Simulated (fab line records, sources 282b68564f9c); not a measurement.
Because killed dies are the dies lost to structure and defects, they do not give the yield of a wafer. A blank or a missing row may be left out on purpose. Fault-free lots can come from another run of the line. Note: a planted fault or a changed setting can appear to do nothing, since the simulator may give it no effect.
fab line records	flow rit_cmos
record: lots: 14	wafers: 42	last_day: 7
route steps=202 shown FOX2@23
lots that met no fault: taken from a fault-free run of the same line
start_h: start of the lot's first displayed wafer, in hours after the record's first day	wait_h: how many hours have passed since the lot's step before this one	" repeats the value in the row above	L1.1+2: a single row standing in for several wafers	- no value present, or no start provided	* or withheld: withheld	< > ~ a bound
route shown NAME@n: NAME is a module with steps in the file, n the number in the route of the first one	usual: mean and standard deviation over wafers with no fault	same: alike in all rows	chamber/n: place in a boat	sites: per-site readings	_std_site: how widely they spread, as a standard deviation	_edge_site: inner sites' mean taken away from outer sites' mean	radius_mm: for every site, how far away it sits from the centre of the wafer	mask NAME#n: copy n	behind: the most recent tool/chamber to have shaped the wafer	hold: why the lot was held/for how many hours/how that ended	device: names the non-switching transistor (n, p or np)	end of line: tests run on the same wafers once the route is complete	where a step has no rows: the recipe by itself	killed: dies that structure and defects cost at the first sort, which is not the same as the wafer's yield	map: dies across one wafer; x = killed, . = not, _ = none there
set.NAME: the setting the step ran with; set.NAME@STEP: the setting that earlier step ran with	model.NAME: the simulator's own value behind a step, which no gauge read
one table for each step of the route and one row for each wafer, over a sample of lots
services: when a tool's chamber went out of use (start_h, in hours from the record's first day, below 0 if earlier), for how many hours, and the reason
== steps ==
step: RIT_FOX2_OXIDATION_00
recipe: temp_c: 1100	ambient: H2O	target_thk_a: 3507	p_h2o_torr: 720	ox_time_s: 1130
usual: ox_time_s: 1130/0	spike_tc_centre_C: 1103.3/1.6	zone_power_centre_pct: 52.9/1.6	zone_power_source_pct: 42/4.8
lot.wafer	tool	chamber	start_h	wait_h	ox_time_s	spike_tc_centre_C	zone_power_centre_pct	zone_power_source_pct
L917.2	furnace-02	0	18.83	0.0	1130	1104.6	53.6	48
L917.3	"	0	"	"	1130	1103.3	53.5	48
L917.4	"	0	"	"	1130	1103.4	52.4	48
L918.1	furnace-02	0	23.26	0.0	1130	1104.9	54.1	47
L918.3	"	0	"	"	1130	1103.5	54.2	48
L918.6	"	0	"	"	1130	1101.6	54.6	48
L919.3	furnace-01	0	27.32	0.0	1130	1104.4	51.7	36
L919.4	"	0	"	"	1130	1104.2	50.9	36
L919.5	"	0	"	"	1130	1102.4	51.3	36
L920.1	furnace-01	0	32.09	0.0	1130	1104.4	51.7	36
L920.2	"	0	"	"	1130	1104.4	51.0	37
L920.6	"	0	"	"	1130	1105.3	51.6	36
L921.1	furnace-02	0	38.36	0.0	1130	1103.9	53.7	48
L921.4	"	0	"	"	1130	1103.9	53.6	47
L921.5	"	0	"	"	1130	1103.4	53.8	48
L923.1	furnace-01	0	49.03	0.6	1130	1106.5	51.2	36
L923.4	"	0	"	"	1130	1104.9	51.5	37
L923.6	"	0	"	"	1130	1103.5	51.7	36
L924.1	furnace-03	0	54.03	0.0	1130	1100.3	54.9	45
L924.3	"	0	"	"	1130	1099.6	55.5	44
L924.6	"	0	"	"	1130	1102.0	54.8	45
L925.1	furnace-02	0	57.47	0.0	1130	1101.4	53.3	47
L925.2	"	0	"	"	1130	1102.8	54.0	48
L925.4	"	0	"	"	1130	1104.0	53.9	48
L927.1	furnace-03	0	67.26	0.0	1130	1102.5	53.6	44
L927.3	"	0	"	"	1130	1101.0	54.5	44
L927.4	"	0	"	"	1130	1102.8	54.6	44
L931.3	furnace-01	0	87.17	0.0	1356	1105.4	50.9	36
L931.4	"	0	"	"	1356	1104.5	51.2	37
L931.5	"	0	"	"	1356	1105.5	50.8	36
L933.2	furnace-01	0	97.48	0.0	1356	1104.3	51.5	36
L933.3	"	0	"	"	1356	1104.4	51.8	36
L933.6	"	0	"	"	1356	1104.5	52.2	37
L937.1	furnace-03	0	117.21	0.0	1130	1101.5	55.5	45
L937.2	"	0	"	"	1130	1102.6	54.7	45
L937.6	"	0	"	"	1130	1102.9	54.8	45
L938.2	furnace-02	0	122.15	0.0	1130	1102.7	53.6	47
L938.4	"	0	"	"	1130	1103.4	53.9	49
L938.6	"	0	"	"	1130	1103.4	53.5	48
L940.1	furnace-03	0	134.85	0.3	1130	1101.7	54.7	45
L940.2	"	0	"	"	1130	1100.3	54.3	44
L940.3	"	0	"	"	1130	1101.8	53.9	45
step: RIT_FOX2_THK_MEAS_01
recipe: reads: SiO2_of_FOX2_OXIDATION_00
usual: FOX2_OXIDE_THK: 345/7.3
lot.wafer	tool	chamber	start_h	wait_h	FOX2_OXIDE_THK[nm]
L917.2	film_metro-04	-	20.15	0.0	350
L917.3	"	-	"	"	352
L917.4	"	-	"	"	350
L918.1	film_metro-04	-	24.57	0.0	353
L918.3	"	-	"	"	348
L918.6	"	-	"	"	352
L919.3	film_metro-02	-	28.65	0.0	347
L919.4	"	-	"	"	348
L919.5	"	-	"	"	349
L920.1	film_metro-02	-	33.41	0.0	341
L920.2	"	-	"	"	339
L920.6	"	-	"	"	337
L921.1	film_metro-03	-	39.67	0.0	361
L921.4	"	-	"	"	356
L921.5	"	-	"	"	348
L923.1	film_metro-02	-	50.35	0.0	333
L923.4	"	-	"	"	330
L923.6	"	-	"	"	333
L924.1	film_metro-02	-	55.34	0.0	349
L924.3	"	-	"	"	347
L924.6	"	-	"	"	348
L925.1	film_metro-02	-	58.79	0.0	360
L925.2	"	-	"	"	357
L925.4	"	-	"	"	358
L927.1	film_metro-04	-	68.58	0.0	335
L927.3	"	-	"	"	335
L927.4	"	-	"	"	339
L931.3	film_metro-04	-	88.50	0.0	386
L931.4	"	-	"	"	385
L931.5	"	-	"	"	386
L933.2	film_metro-03	-	98.80	0.0	390
L933.3	"	-	"	"	389
L933.6	"	-	"	"	391
L937.1	film_metro-04	-	118.53	0.0	337
L937.2	"	-	"	"	340
L937.6	"	-	"	"	343
L938.2	film_metro-02	-	123.47	0.0	355
L938.4	"	-	"	"	358
L938.6	"	-	"	"	349
L940.1	film_metro-04	-	136.17	0.0	345
L940.2	"	-	"	"	346
L940.3	"	-	"	"	353
step: RIT_FOX2_THK_MEAS_90
recipe: reads: SiO2_of_FOX2_OXIDATION_00
usual: FIELD_OXIDE_LEFT_1_THK: 317/7.3
lot.wafer	tool	chamber	start_h	wait_h	FIELD_OXIDE_LEFT_1_THK[nm]
L917.2	film_metro-04	-	21.03	0.0	324
L917.3	"	-	"	"	325
L917.4	"	-	"	"	324
L918.1	film_metro-02	-	25.45	0.0	325
L918.3	"	-	"	"	321
L918.6	"	-	"	"	324
L919.3	film_metro-04	-	29.53	0.0	320
L919.4	"	-	"	"	321
L919.5	"	-	"	"	322
L920.1	film_metro-04	-	34.29	0.0	313
L920.2	"	-	"	"	312
L920.6	"	-	"	"	310
L921.1	film_metro-02	-	40.55	0.0	334
L921.4	"	-	"	"	329
L921.5	"	-	"	"	321
L923.1	film_metro-03	-	51.98	0.0	306
L923.4	"	-	"	"	302
L923.6	"	-	"	"	305
L924.1	film_metro-03	-	56.22	0.0	321
L924.3	"	-	"	"	320
L924.6	"	-	"	"	320
L925.1	film_metro-02	-	59.67	0.0	333
L925.2	"	-	"	"	330
L925.4	"	-	"	"	331
L927.1	film_metro-04	-	69.46	0.0	308
L927.3	"	-	"	"	309
L927.4	"	-	"	"	312
L931.3	film_metro-03	-	89.38	0.0	359
L931.4	"	-	"	"	358
L931.5	"	-	"	"	359
L933.2	film_metro-02	-	99.69	0.0	362
L933.3	"	-	"	"	362
L933.6	"	-	"	"	364
L937.1	film_metro-04	-	119.40	0.0	310
L937.2	"	-	"	"	313
L937.6	"	-	"	"	317
L938.2	film_metro-02	-	124.45	0.0	328
L938.4	"	-	"	"	330
L938.6	"	-	"	"	322
L940.1	film_metro-03	-	137.04	0.0	317
L940.2	"	-	"	"	319
L940.3	"	-	"	"	325
step: RIT_FOX2_THK_MEAS_91
recipe: reads: SiO2_of_FOX2_OXIDATION_00
usual: FIELD_OXIDE_LEFT_2_THK: 249/7.4
lot.wafer	tool	chamber	start_h	wait_h	FIELD_OXIDE_LEFT_2_THK[nm]
L917.2	film_metro-03	-	33.83	0.0	256
L917.3	"	-	"	"	258
L917.4	"	-	"	"	256
L918.1	film_metro-04	-	37.93	0.0	257
L918.3	"	-	"	"	252
L918.6	"	-	"	"	257
L919.3	film_metro-02	-	41.69	0.0	252
L919.4	"	-	"	"	254
L919.5	"	-	"	"	254
L920.1	film_metro-03	-	46.85	0.0	245
L920.2	"	-	"	"	244
L920.6	"	-	"	"	242
L921.1	film_metro-02	-	53.02	0.0	266
L921.4	"	-	"	"	261
L921.5	"	-	"	"	253
L923.1	film_metro-04	-	64.39	0.0	237
L923.4	"	-	"	"	234
L923.6	"	-	"	"	237
L924.1	film_metro-04	-	68.51	0.0	254
L924.3	"	-	"	"	254
L924.6	"	-	"	"	254
L925.1	film_metro-03	-	72.42	0.0	264
L925.2	"	-	"	"	261
L925.4	"	-	"	"	262
L927.1	film_metro-03	-	82.23	0.0	240
L927.3	"	-	"	"	240
L927.4	"	-	"	"	244
L931.3	film_metro-02	-	101.78	0.0	291
L931.4	"	-	"	"	290
L931.5	"	-	"	"	291
L933.2	film_metro-02	-	112.23	0.0	293
L933.3	"	-	"	"	293
L933.6	"	-	"	"	296
L937.1	film_metro-02	-	131.44	0.0	243
L937.2	"	-	"	"	245
L937.6	"	-	"	"	248
L938.2	film_metro-02	-	136.85	0.0	260
L938.4	"	-	"	"	263
L938.6	"	-	"	"	254
L940.1	film_metro-02	-	149.39	0.0	250
L940.2	"	-	"	"	251
L940.3	"	-	"	"	258
== services ==
tool	chamber	start_h	hours	kind
furnace-02	-	10.57	3.2	pm
furnace-01	-	76.94	2.8	pm
furnace-03	-	131.14	3.7	pm
== key ==
first_sign: step: RIT_FOX2_OXIDATION_00	reading: ox_time_s	direction: up	sigmas: 99+	usual: *	struck: *
effect: step: RIT_FOX2_THK_MEAS_01	reading: FOX2_OXIDE_THK	direction: up	sigmas: 5.9	usual: 345	struck: 388
effect: step: RIT_FOX2_THK_MEAS_90	reading: FIELD_OXIDE_LEFT_1_THK	direction: up	sigmas: 5.9	usual: 317	struck: 361
effect: step: RIT_FOX2_THK_MEAS_91	reading: FIELD_OXIDE_LEFT_2_THK	direction: up	sigmas: 5.8	usual: 249	struck: 292
met_at RIT_FOX2_OXIDATION_00
struck_lots L931,L933
tester_left_out L931,L933
onset_between 49.03 87.17
fault: kind: process_parameter_drift	tool: furnace-01	chamber: -	onset_h: 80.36	steps: RIT_FOX2_OXIDATION_00	channel: ox_time_s	offset: *	shape: step	end_h: 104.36	acts_in: *	stated: *
tester_left_out: of these lots the tester's yield and bins aren't shown, on N5 and GAA mostly nor the transistor test; their killed dies are dies lost to structure and defects alone, not to doping, threshold or leakage, so they don't give the yield
